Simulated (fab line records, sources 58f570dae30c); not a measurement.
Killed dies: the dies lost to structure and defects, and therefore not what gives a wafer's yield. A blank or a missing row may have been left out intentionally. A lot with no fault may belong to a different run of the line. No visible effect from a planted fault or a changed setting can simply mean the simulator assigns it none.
Split-lot experiment / flow berkeley_cmos170 / 23 wafers read across 5 lots, on a route 331 steps long

THE SPLIT
At UCB170_GATE_EXPOSE_09 (exposes mask POLY, target cd 350 nm), the setting dose_mj was moved away from the recipe's 21 on 7 of the 23 wafers read, by -7.0% to -3.2%. For the rest of the wafers, this setting stayed at what the recipe calls for.

FROM THE SPLIT TO THE READING: what the file shows between them, 6 steps
- UCB170_GATE_PEB_10
- UCB170_GATE_DEVELOP_11: develop time 45 s
- UCB170_GATE_CD_MEAS_12: target cd 350 nm
- UCB170_GATE_ETCH_14: etches BARC in N2/H2
- UCB170_GATE_ETCH_15: etches poly-Si in HBr/Cl2, stops on SiO2, time 56.3 s, target depth 278.2 nm
- UCB170_GATE_STRIP_16: strips in O2

THE READING
cd_nm (nm) at UCB170_GATE_CD_MEAS_90, where the cd target is 350 nm. Typical for fault-free wafers on this fab line: 350.1 nm, with standard deviation 1.6 nm.

wafer=L075.1; tool, chamber at the split=krf_scanner-02, 0; dose_mj as run=20; against the recipe=-4.8%; cd_nm, nm=357.7; against lot-mates on the recipe=+8.8
wafer=L075.2; tool, chamber at the split=krf_scanner-02, 0; dose_mj as run=20; against the recipe=-4.8%; cd_nm, nm=357.3; against lot-mates on the recipe=+8.4
wafer=L075.3; tool, chamber at the split=krf_scanner-02, 0; dose_mj as run=21; against the recipe=recipe; cd_nm, nm=349.4; against lot-mates on the recipe=-
wafer=L075.4; tool, chamber at the split=krf_scanner-02, 0; dose_mj as run=21; against the recipe=recipe; cd_nm, nm=348.5; against lot-mates on the recipe=-
wafer=L075.5; tool, chamber at the split=krf_scanner-02, 0; dose_mj as run=20; against the recipe=-4.8%; cd_nm, nm=357.2; against lot-mates on the recipe=+8.2
wafer=L079.1; tool, chamber at the split=krf_scanner-02, 0; dose_mj as run=19.54; against the recipe=-7.0%; cd_nm, nm=363.6; against lot-mates on the recipe=+12.1
wafer=L079.2; tool, chamber at the split=krf_scanner-02, 0; dose_mj as run=19.54; against the recipe=-7.0%; cd_nm, nm=364.7; against lot-mates on the recipe=+13.2
wafer=L079.3; tool, chamber at the split=krf_scanner-02, 0; dose_mj as run=21; against the recipe=recipe; cd_nm, nm=352.1; against lot-mates on the recipe=-
wafer=L079.4; tool, chamber at the split=krf_scanner-02, 0; dose_mj as run=21; against the recipe=recipe; cd_nm, nm=352.0; against lot-mates on the recipe=-
wafer=L079.6; tool, chamber at the split=krf_scanner-02, 0; dose_mj as run=21; against the recipe=recipe; cd_nm, nm=350.5; against lot-mates on the recipe=-
wafer=L080.2; tool, chamber at the split=krf_scanner-01, 0; dose_mj as run=21; against the recipe=recipe; cd_nm, nm=350.4; against lot-mates on the recipe=-
wafer=L080.3; tool, chamber at the split=krf_scanner-01, 0; dose_mj as run=21; against the recipe=recipe; cd_nm, nm=348.3; against lot-mates on the recipe=-
wafer=L080.4; tool, chamber at the split=krf_scanner-01, 0; dose_mj as run=21; against the recipe=recipe; cd_nm, nm=350.0; against lot-mates on the recipe=-
wafer=L081.1; tool, chamber at the split=krf_scanner-02, 0; dose_mj as run=21; against the recipe=recipe; cd_nm, nm=350.9; against lot-mates on the recipe=-
wafer=L081.3; tool, chamber at the split=krf_scanner-02, 0; dose_mj as run=21; against the recipe=recipe; cd_nm, nm=350.6; against lot-mates on the recipe=-
wafer=L081.4; tool, chamber at the split=krf_scanner-02, 0; dose_mj as run=21; against the recipe=recipe; cd_nm, nm=351.0; against lot-mates on the recipe=-
wafer=L081.5; tool, chamber at the split=krf_scanner-02, 0; dose_mj as run=21; against the recipe=recipe; cd_nm, nm=350.3; against lot-mates on the recipe=-
wafer=L081.6; tool, chamber at the split=krf_scanner-02, 0; dose_mj as run=21; against the recipe=recipe; cd_nm, nm=350.2; against lot-mates on the recipe=-
wafer=L082.1; tool, chamber at the split=krf_scanner-02, 0; dose_mj as run=21; against the recipe=recipe; cd_nm, nm=349.4; against lot-mates on the recipe=-
wafer=L082.2; tool, chamber at the split=krf_scanner-02, 0; dose_mj as run=21; against the recipe=recipe; cd_nm, nm=350.9; against lot-mates on the recipe=-
wafer=L082.4; tool, chamber at the split=krf_scanner-02, 0; dose_mj as run=20.32; against the recipe=-3.2%; cd_nm, nm=356.4; against lot-mates on the recipe=+5.8
wafer=L082.5; tool, chamber at the split=krf_scanner-02, 0; dose_mj as run=21; against the recipe=recipe; cd_nm, nm=351.4; against lot-mates on the recipe=-
wafer=L082.6; tool, chamber at the split=krf_scanner-02, 0; dose_mj as run=20.32; against the recipe=-3.2%; cd_nm, nm=356.5; against lot-mates on the recipe=+5.9

FIT RESULTS
A straight line over all 23 wafers: cd_nm changes by -1.8 nm for each +1% of dose_mj; r = -0.97; the points scatter about the line by 1.2 nm.
The same after taking each lot's own level away (the mean of its wafers on the recipe; 23 wafers): -1.8 nm for each +1%; r = -0.99; scatter 0.62 nm.
On that fit, the largest move of dose_mj shifts the reading by 13 nm.
From 348.95 to 351.53 nm: that is the span of the lots' own levels, equal to 1.6 times the standard deviation above.
So the lot-to-lot level changes the slope little: the two slopes agree.
Check: +12.7 nm against its lot-mates is what the line predicts for one of the wafers moved furthest among these (-7.0%) when that wafer is left out of the fit. Against them it came out at +12.1 nm.

THESE WAFERS: OTHER SPLITS
Other splits were also applied to these wafers ahead of the reading. Each is held against what the fit with the lots' levels taken away leaves over:
other split on the same wafers=UCB170_PVT_IMPLANT_07 dose_cm2; wafers away from the commonest value=7; r with cd_nm (lot level and that fit taken away)=-0.05
other split on the same wafers=UCB170_GATE_CVD_04 sih4_flow_sccm; wafers away from the commonest value=15; r with cd_nm (lot level and that fit taken away)=+0.06

THE WHOLE CHAIN: every reading that the file lists as answering this split, in the file's order
step=UCB170_GATE_CD_MEAS_12; what it does=target cd 350 nm; reading=cd_nm; change (the file's fit)=-1.77 nm for each +1% of the setting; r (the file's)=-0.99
step=UCB170_GATE_ETCH_15; what it does=etches poly-Si in HBr/Cl2, stops on SiO2, time 56.3 s, target depth 278.2 nm; reading=GATE.cd_nm (the simulator's own value, which no gauge read); change (the file's fit)=-1.79 nm for each +1% of the setting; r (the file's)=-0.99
step=UCB170_GATE_CD_MEAS_90; what it does=target cd 350 nm; reading=cd_nm; change (the file's fit)=-1.81 nm for each +1% of the setting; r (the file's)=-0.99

FILE'S OWN FIT
cd_nm changes by -1.81 nm for each +1% of dose_mj, r = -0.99.
